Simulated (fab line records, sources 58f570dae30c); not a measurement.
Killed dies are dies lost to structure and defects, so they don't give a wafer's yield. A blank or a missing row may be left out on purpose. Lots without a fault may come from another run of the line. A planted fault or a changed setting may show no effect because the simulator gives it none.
Problem report in the 8D (eight disciplines) form, filled by code | flow berkeley_cmos170 | the parts of the form that need people (team, actions taken, sign-off) are left out

1. THE PROBLEM
ACTIVE_NITRIDE_THK at UCB170_ACTIVE_THK_MEAS_06 reads a mean of 207.4 nm on 3 wafers of 1 lot; wafers without a fault read 219.8 nm with a standard deviation of 1.8. That is -6.9 standard deviations from the usual mean.
First seen on wafer L720.1, day 6 23:12, on film_metro-01. The record holds 36 wafers of 12 lots with a number at this step. Rule for "out", or "out of limits": more than 4 standard deviations from the usual mean. The other wafers with a number count as sound.

2. WHAT IT IS AND WHAT IT IS NOT
question                    | is                     | is not
which readings at this step | ACTIVE_NITRIDE_THK     | -
which lots                  | L720                   | L710, L712, L713, L714, L723, L728, L729, L730, L731, L732, L733
which wafers of those lots  | all that have a number | -
read on which gauges        | film_metro-01          | film_metro-03, film_metro-04
when                        | from day 6 23:12       | up to then (12 sound wafers); but 21 sound wafers of L723, L728, L729, L730, L731, L732, L733 came after

3. SUSPECTS, AND WHAT RULES EACH OUT
Counting: a tool at a process step up to the reading stays a suspect if it ran every lot that is out and no sound lot after the first of them.
- the gauge at UCB170_ACTIVE_THK_MEAS_06: kept. All the wafers that are out were read on film_metro-01, and no step on other tools shows them out.
- lpcvd-02 at UCB170_ACTIVE_CVD_05 (deposits Si3N4 from SiH2Cl2/NH3, target thk 220 nm, time 3300 s): ruled out as a lasting fault. Sound lots L733 ran on it after its first lot that is out, L720 (day 6 21:13).
Left after counting: film_metro-01 at UCB170_ACTIVE_THK_MEAS_06.

4. THE CAUSE (what the simulator had put in)
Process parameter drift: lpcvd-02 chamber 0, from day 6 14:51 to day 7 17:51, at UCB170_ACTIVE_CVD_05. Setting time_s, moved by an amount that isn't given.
Counting ruled it out, wrongly: the rule takes a fault to strike every lot that its tool runs from its start on, and this one did not.

5. THE CHAIN OF EFFECTS, in route order
Each row: a reading whose mean over the struck wafers that have a number lies more than 3 standard deviations from the usual. Only readings for which the record gives a usual standard deviation are gone through. hours: the time from each lot's start at the first step in this table that gives one to its start at this step, as a median over the lots. sigmas: the change in usual standard deviations.
hours | step                      | reading            | usual    | on struck wafers | change | sigmas
0     | UCB170_ACTIVE_THK_MEAS_06 | ACTIVE_NITRIDE_THK | 219.8 nm | 207.4            | -12.4  | -6.9

6. WHAT WOULD HAVE CAUGHT IT SOONER
In this record the first reading out of limits at a measuring or inspecting step was taken at day 6 23:12, 8 hours after the fault began at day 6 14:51.
Of the tool readings at UCB170_ACTIVE_CVD_05 for which the record gives a usual standard deviation, none was out on any struck wafer, so an alarm limit of 4 standard deviations on them would not have fired.
